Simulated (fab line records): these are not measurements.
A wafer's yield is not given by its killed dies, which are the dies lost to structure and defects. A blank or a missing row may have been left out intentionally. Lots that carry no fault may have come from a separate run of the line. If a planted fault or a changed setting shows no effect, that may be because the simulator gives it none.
2 desks, one fault | flow ritCmos | every desk sees just its own numbers, and what lay behind them comes last

## AT THE TOOL OWNER'S DESK: pvdSputter-03
The tool's own readings at RIT_SILICIDE_SPUTTER_01 (material Ti, target thk 30 nm, time 240 s): means of the sampled wafers that have a number, for each lot that ran on this tool. Marked OUT: a lot whose mean sits more than 4 standard deviations from the usual mean, which makes it out of limits; the brackets give that distance.
Columns: A = throttleValvePct at RIT_SILICIDE_SPUTTER_01, usual 30.5 %
lot  | first seen here | A
L497 | day 4 12:34     | 30.1
L505 | day 6 14:03     | 29.1
L507 | day 6 18:28     | 30.4
Result from this desk: across the 3 lots, nothing is out of limits.

## METROLOGY DESK
What the gauges read for every lot (on any tool): the sampled wafers with a number, averaged. Marked OUT: a lot whose mean sits more than 4 standard deviations from the usual mean, which makes it out of limits; the brackets give that distance. It has 13 readings; the 7 that lie furthest out on some lot are the ones shown.
Columns: A = NSD_RS at RIT_SDANNEAL_RS_MEAS_05, usual 84.55 ohm/sq; B = SILICIDE_TI_RS at RIT_SILICIDE_RS_MEAS_02, usual 47.7 ohm/sq; C = SILICIDE_TI_THK at RIT_SILICIDE_THK_MEAS_03, usual 29.5 nm; D = CONTACT_OVL at RIT_CONTACT_OVL_MEAS_09, usual 0.1 nm; E = cdNm at RIT_CONTACT_CD_MEAS_90, usual 999.8 nm; F = M1_AL_RS at RIT_M1_RS_MEAS_01, usual 0.0731 ohm/sq; G = M1_AL_THK at RIT_M1_THK_MEAS_02, usual 410 nm
lot  | first seen here | A     | B    | C    | D    | E      | F      | G
L497 | day 4 11:34     | 84.51 | 47.8 | 29.5 | -0.1 | 998.4  | 0.0728 | 411
L500 | day 5 04:30     | 84.76 | 48.0 | 29.6 | 0.0  | 998.7  | 0.0719 | 421
L505 | day 6 13:05     | 84.66 | 47.3 | 29.5 | -0.5 | 1000.7 | 0.0729 | 412
L507 | day 6 17:29     | 84.74 | 47.7 | 29.2 | -0.6 | 996.7  | 0.0730 | 409
L511 | day 7 20:46     | 84.09 | 46.6 | 30.0 | 2.5  | 999.8  | 0.0737 | 406
L512 | day 7 23:02     | 84.48 | 47.7 | 29.5 | -0.1 | 999.1  | 0.0733 | 410
Result from this desk: across the 6 lots, nothing is out of limits.

## BROUGHT TOGETHER
The desk of the tool owner found nothing out of limits.
Nothing out of limits was seen by the metrology desk.

## WHAT HAD BEEN PUT IN BY THE SIMULATOR
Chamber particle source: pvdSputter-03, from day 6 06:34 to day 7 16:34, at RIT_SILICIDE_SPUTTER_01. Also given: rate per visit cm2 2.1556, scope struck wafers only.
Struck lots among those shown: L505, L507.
